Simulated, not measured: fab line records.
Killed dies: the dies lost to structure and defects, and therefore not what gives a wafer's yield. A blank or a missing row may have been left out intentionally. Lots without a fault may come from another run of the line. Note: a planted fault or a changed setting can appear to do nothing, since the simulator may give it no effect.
Split-lot trial + flow berkeleyCmos170 + 23 wafers read from 5 lots, route of 331 steps

== ON THE SPLIT ==
At UCB170_NSD_EXPOSE_03 (exposes mask NSELECT MOD, target cd 1200 nm), the setting doseMj was moved away from the recipe's 30 on 7 of the 23 wafers read, by -5.7% to +6.6%. For the rest of the wafers, this setting stayed at what the recipe calls for.

== FROM THE SPLIT TO THE READING: what the file shows between them, 2 steps ==
- UCB170_NSD_PEB_04
- UCB170_NSD_DEVELOP_05: develop time 45 s

== THE READING ==
cdNm (nm) at UCB170_NSD_CD_MEAS_06, where the cd target is 1200 nm. Typical for fault-free wafers on this fab line: 1201.0 nm, with standard deviation 1.5 nm.

| wafer  | tool, chamber at the split | doseMj as run | against the recipe | cdNm, nm | against lot-mates on the recipe |
|--------|----------------------------|---------------|--------------------|----------|---------------------------------|
| L077.1 | krfScanner-02, 0           | 30            | recipe             | 1199.0   | -                               |
| L077.2 | krfScanner-02, 0           | 30            | recipe             | 1199.3   | -                               |
| L077.3 | krfScanner-02, 0           | 30            | recipe             | 1199.4   | -                               |
| L077.5 | krfScanner-02, 0           | 30            | recipe             | 1199.1   | -                               |
| L077.6 | krfScanner-02, 0           | 30            | recipe             | 1201.0   | -                               |
| L079.1 | krfScanner-02, 0           | 30            | recipe             | 1202.5   | -                               |
| L079.2 | krfScanner-02, 0           | 31.98         | +6.6%              | 1212.8   | +10.6                           |
| L079.3 | krfScanner-02, 0           | 31.98         | +6.6%              | 1214.4   | +12.2                           |
| L079.5 | krfScanner-02, 0           | 30            | recipe             | 1202.0   | -                               |
| L079.6 | krfScanner-02, 0           | 30            | recipe             | 1202.0   | -                               |
| L080.1 | krfScanner-02, 0           | 30.64         | +2.1%              | 1202.2   | +2.5                            |
| L080.2 | krfScanner-02, 0           | 30            | recipe             | 1199.9   | -                               |
| L080.3 | krfScanner-02, 0           | 30.64         | +2.1%              | 1203.6   | +3.9                            |
| L080.5 | krfScanner-02, 0           | 30            | recipe             | 1200.1   | -                               |
| L080.6 | krfScanner-02, 0           | 30            | recipe             | 1199.0   | -                               |
| L085.2 | krfScanner-01, 0           | 30            | recipe             | 1201.2   | -                               |
| L085.5 | krfScanner-01, 0           | 30            | recipe             | 1202.3   | -                               |
| L085.6 | krfScanner-01, 0           | 30            | recipe             | 1202.7   | -                               |
| L084.1 | krfScanner-01, 0           | 30            | recipe             | 1201.3   | -                               |
| L084.3 | krfScanner-01, 0           | 28.28         | -5.7%              | 1191.2   | -10.3                           |
| L084.4 | krfScanner-01, 0           | 30            | recipe             | 1201.7   | -                               |
| L084.5 | krfScanner-01, 0           | 28.28         | -5.7%              | 1192.7   | -8.8                            |
| L084.6 | krfScanner-01, 0           | 28.28         | -5.7%              | 1192.7   | -8.8                            |

FIT RESULTS
A straight line over all 23 wafers: cdNm changes by +1.67 nm for each +1% of doseMj; r = +0.96; the points scatter about the line by 1.5 nm.
The same after taking each lot's own level away (the mean of its wafers on the recipe; 23 wafers): +1.67 nm for each +1%; r = +0.99; scatter 0.67 nm.
Per that fit: largest doseMj move, reading shift of 11 nm.
The lots' own levels span 1199.56 to 1202.17 nm, that is 1.7 times the standard deviation above.
The two slopes agree, so the slope changes little with the lot-to-lot level.
Check: for one of the wafers moved furthest among these (+6.6%), held out of the fit, the line's prediction against its lot-mates is +11.2 nm. It came out at +10.6 nm against them.

== THE FILE'S OWN FIT ==
cdNm changes by +1.68 nm for each +1% of doseMj, r = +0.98.
